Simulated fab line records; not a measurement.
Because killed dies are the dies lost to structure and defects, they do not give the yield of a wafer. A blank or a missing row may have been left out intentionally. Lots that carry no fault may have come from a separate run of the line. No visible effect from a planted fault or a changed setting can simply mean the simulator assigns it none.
Which tool is to blame? -- flow berkeley_cmos170 -- 45 wafers from 15 lots sampled at 6 of the route's 331 steps

WHAT THE GAUGES READ, wafer by wafer
UCB170_CONTACT_OVL_MEAS_16.
lot,measured,on,CONTACT_OVL (nm)
L503,day 8 16:37,overlay-01,-13 2 -7
L506,day 9 01:01,overlay-02,-2 -7 -10
L505,day 9 03:08,overlay-02,-4 0 -13
L507,day 10 02:15,overlay-01,10 7 0
L508,day 10 03:17,overlay-02,-2 -3 -1
L514,day 10 21:55,overlay-02,0 4 2
L509,day 10 23:35,overlay-02,-1 -4 3
L510,day 11 00:43,overlay-02,0 -7 -5
L516,day 11 00:50,overlay-02,-5 -3 -3
L519,day 11 20:10,overlay-02,-4 -15 -5
L518,day 11 20:29,overlay-02,5 3 3
L517,day 11 20:45,overlay-02,-10 -11 -19
L520,day 12 05:10,overlay-01,-10 -4 -5
L524,day 12 21:50,overlay-01,-6 0 -6
L523,day 12 22:17,overlay-02,0 2 3

UCB170_V1_CD_MEAS_90 targets a cd of 700 nm.
lot,measured,on,cd_nm (nm)
L503,day 8 22:53,cd_sem-01,700.8 702.1 700.2
L506,day 9 07:21,cd_sem-01,700.7 699.0 699.2
L505,day 9 11:19,cd_sem-02,700.3 702.1 699.8
L507,day 10 08:17,cd_sem-02,701.3 699.2 699.6
L508,day 10 11:23,cd_sem-01,696.7 697.1 696.9
L514,day 11 09:29,cd_sem-02,698.1 700.4 697.9
L509,day 11 09:13,cd_sem-02,699.3 697.3 698.2
L510,day 11 10:25,cd_sem-01,702.3 702.8 702.7
L516,day 11 10:38,cd_sem-02,702.3 703.0 700.7
L519,day 12 04:39,cd_sem-01,- - -
L518,day 12 04:59,cd_sem-02,- - -
L517,day 12 04:44,cd_sem-02,- - -
L520,day 12 11:16,cd_sem-01,700.5 699.1 698.6
L524,day 13 03:56,cd_sem-02,697.8 698.2 698.5
L523,day 13 05:46,cd_sem-01,700.6 699.3 699.9

UCB170_M2_THK_MEAS_03: measures by xrf.
lot,measured,on,M2_AL_THK (nm)
L503,day 8 23:16,film_metro-03,882 880 877
L506,day 9 07:44,film_metro-04,877 882 894
L505,day 9 11:42,film_metro-03,876 890 896
L507,day 10 08:39,film_metro-04,886 892 881
L508,day 10 11:47,film_metro-01,896 883 892
L514,day 11 09:52,film_metro-04,899 894 888
L509,day 11 09:35,film_metro-03,888 873 881
L510,day 11 10:48,film_metro-03,886 894 890
L516,day 11 11:02,film_metro-01,898 888 891
L520,day 12 11:38,film_metro-01,880 876 889
L524,day 13 04:19,film_metro-01,884 898 890
L523,day 13 06:09,film_metro-04,900 892 894

TOOL THAT RAN EACH LOT (tool first, then ch and the chambers of the sampled wafers, then the start)
lot,UCB170_CONTACT_STRIP_19,UCB170_V1_ETCH_14,UCB170_V1_STRIP_15
L503,"plasma_asher-01 ch 1, day 8 16:49","rie_diel-03 ch 1,2,3, day 8 22:35","plasma_asher-01 ch 1, day 8 22:46"
L506,"plasma_asher-02 ch 0,1, day 9 01:14","rie_diel-04 ch 0,1, day 9 07:05","plasma_asher-04 ch 0,1, day 9 07:15"
L505,"plasma_asher-01 ch 0,1, day 9 03:20","rie_diel-01 ch 1,2,3, day 9 11:01","plasma_asher-01 ch 0, day 9 11:12"
L507,"plasma_asher-03 ch 0,1, day 10 02:29","rie_diel-04 ch 0,1, day 10 07:58","plasma_asher-01 ch 0,1, day 10 08:11"
L508,"plasma_asher-03 ch 0,1, day 10 03:30","rie_diel-01 ch 0,2,3, day 10 11:07","plasma_asher-01 ch 0,1, day 10 11:17"
L514,"plasma_asher-03 ch 0,1, day 10 22:06","rie_diel-01 ch 1,2,3, day 11 09:11","plasma_asher-01 ch 0,1, day 11 09:22"
L509,"plasma_asher-03 ch 0,1, day 10 23:46","rie_diel-04 ch 0,2,3, day 11 08:55","plasma_asher-01 ch 0,1, day 11 09:05"
L510,"plasma_asher-02 ch 0,1, day 11 00:55","rie_diel-01 ch 0,1,2, day 11 10:07","plasma_asher-01 ch 0, day 11 10:18"
L516,"plasma_asher-03 ch 0,1, day 11 01:02","rie_diel-03 ch 0,1, day 11 10:22","plasma_asher-04 ch 0,1, day 11 10:32"
L519,"plasma_asher-01 ch 0,1, day 11 20:22","rie_diel-04 ch 0,1,2, day 12 04:22","plasma_asher-04 ch 0,1, day 12 04:33"
L518,"plasma_asher-02 ch 0,1, day 11 20:43","rie_diel-01 ch 0,2,3, day 12 04:40","plasma_asher-04 ch 0,1, day 12 04:53"
L517,"plasma_asher-01 ch 0,1, day 11 20:57","rie_diel-03 ch 1,2, day 12 04:28","plasma_asher-01 ch 0,1, day 12 04:38"
L520,"plasma_asher-02 ch 0,1, day 12 05:22","rie_diel-03 ch 0,1, day 12 10:58","plasma_asher-03 ch 0,1, day 12 11:08"
L524,"plasma_asher-03 ch 0,1, day 12 22:02","rie_diel-04 ch 1,2, day 13 03:38","plasma_asher-01 ch 0,1, day 13 03:49"
L523,"plasma_asher-01 ch 0,1, day 12 22:29","rie_diel-04 ch 2,3, day 13 05:28","plasma_asher-04 ch 0,1, day 13 05:39"
- UCB170_CONTACT_STRIP_19: strips in O2.
- UCB170_V1_ETCH_14: etches SiO2 in CHF3/CF4/Ar, stops on Al, target depth 1250 nm, time 291 s.
- UCB170_V1_STRIP_15: strips in O2.

AS READ BY THE TOOLS THEMSELVES (means over the sampled wafers that have a number; for cases with no such wafer, the mark the record gives instead)
UCB170_CONTACT_STRIP_19.
lot,tool,drypump_motor_current_A (A),oes_product_au (a.u.)
L503,plasma_asher-01,6.4,0.722
L506,plasma_asher-02,6.0,0.726
L505,plasma_asher-01,5.7,0.726
L507,plasma_asher-03,5.6,0.724
L508,plasma_asher-03,5.6,0.725
L514,plasma_asher-03,5.6,0.725
L509,plasma_asher-03,5.6,0.727
L510,plasma_asher-02,6.3,0.729
L516,plasma_asher-03,5.6,0.721
L519,plasma_asher-01,6.0,0.725
L518,plasma_asher-02,6.2,0.723
L517,plasma_asher-01,6.0,0.725
L520,plasma_asher-02,6.3,0.720
L524,plasma_asher-03,5.3,0.723
L523,plasma_asher-01,5.7,0.728

UCB170_V1_ETCH_14.
lot,tool,CHF3_flow_sccm (sccm),cf4_flow_sccm (sccm),drypump_motor_current_A (A),oes_product_au (a.u.),throttle_valve_pct (%)
L503,rie_diel-03,45.04,15.04,5.5,0.879,6.90
L506,rie_diel-04,45.00,15.01,5.6,0.870,6.83
L505,rie_diel-01,44.94,15.05,5.2,0.872,6.98
L507,rie_diel-04,45.10,14.97,5.5,0.872,6.82
L508,rie_diel-01,45.12,15.00,5.2,0.873,6.99
L514,rie_diel-01,44.96,14.96,5.2,0.873,6.97
L509,rie_diel-04,44.99,14.99,5.9,0.880,7.00
L510,rie_diel-01,45.13,14.96,5.5,0.879,6.87
L516,rie_diel-03,45.17,14.97,5.6,0.888,6.97
L519,rie_diel-04,-,-,-,-,-
L518,rie_diel-01,-,-,-,-,-
L517,rie_diel-03,-,-,-,-,-
L520,rie_diel-03,44.93,15.00,5.5,0.889,6.97
L524,rie_diel-04,44.98,14.99,5.9,0.869,7.01
L523,rie_diel-04,45.05,15.03,6.0,0.884,7.15

UCB170_V1_STRIP_15.
lot,tool,drypump_motor_current_A (A),oes_product_au (a.u.),strip_time_to_endpoint_s (s)
L503,plasma_asher-01,6.4,0.722,15.30
L506,plasma_asher-04,5.7,0.726,15.31
L505,plasma_asher-01,5.3,0.717,15.37
L507,plasma_asher-01,6.0,0.724,15.37
L508,plasma_asher-01,6.0,0.722,15.29
L514,plasma_asher-01,5.7,0.722,15.37
L509,plasma_asher-01,5.7,0.721,15.31
L510,plasma_asher-01,5.3,0.722,15.41
L516,plasma_asher-04,5.7,0.723,15.27
L519,plasma_asher-04,5.7,0.733,21.53
L518,plasma_asher-04,5.7,0.738,21.59
L517,plasma_asher-01,5.7,0.737,21.49
L520,plasma_asher-03,5.6,0.723,15.27
L524,plasma_asher-01,5.7,0.726,15.13
L523,plasma_asher-04,5.7,0.720,15.25

THE ANSWER, worked out from the rows above alone
Rule: usual is defined by the lots themselves. Put in order of their means at a reading, lots are off if they are a third of the lots or fewer, leave a main group of 4 or more, and stand apart from it by a gap of 3 or more times the standard deviation of the main group's means; of several such gaps the widest counts. The tables above print the reading to a certain number of digits; a main group whose means all agree to those digits is not used. A lot without any number at a reading at which 4 lots or more have one is off too. All remaining lots with rows at the step are treated as sound. First the gauges in route order, then the tools' own readings, where a lot's mean is used as printed above. The first step at which some lot is off is used, and at that step the reading that is off furthest; a lot without a number counts as furthest.
Off: L519, L518, L517, at UCB170_V1_CD_MEAS_90 (cd_nm). Without a number there: L519, L518, L517. Main group: mean 699.8 nm, sd 1.6.
A tool fits if, at a process step before that reading, it ran every lot that is off, and no sound lot after the first of them. Not tried: the gauges at UCB170_V1_CD_MEAS_90; whatever is off there is also off at UCB170_V1_ETCH_14, on other tools, and gauge error can't account for it. No candidate that was tried fits.

WHAT HAD BEEN PUT IN BY THE SIMULATOR
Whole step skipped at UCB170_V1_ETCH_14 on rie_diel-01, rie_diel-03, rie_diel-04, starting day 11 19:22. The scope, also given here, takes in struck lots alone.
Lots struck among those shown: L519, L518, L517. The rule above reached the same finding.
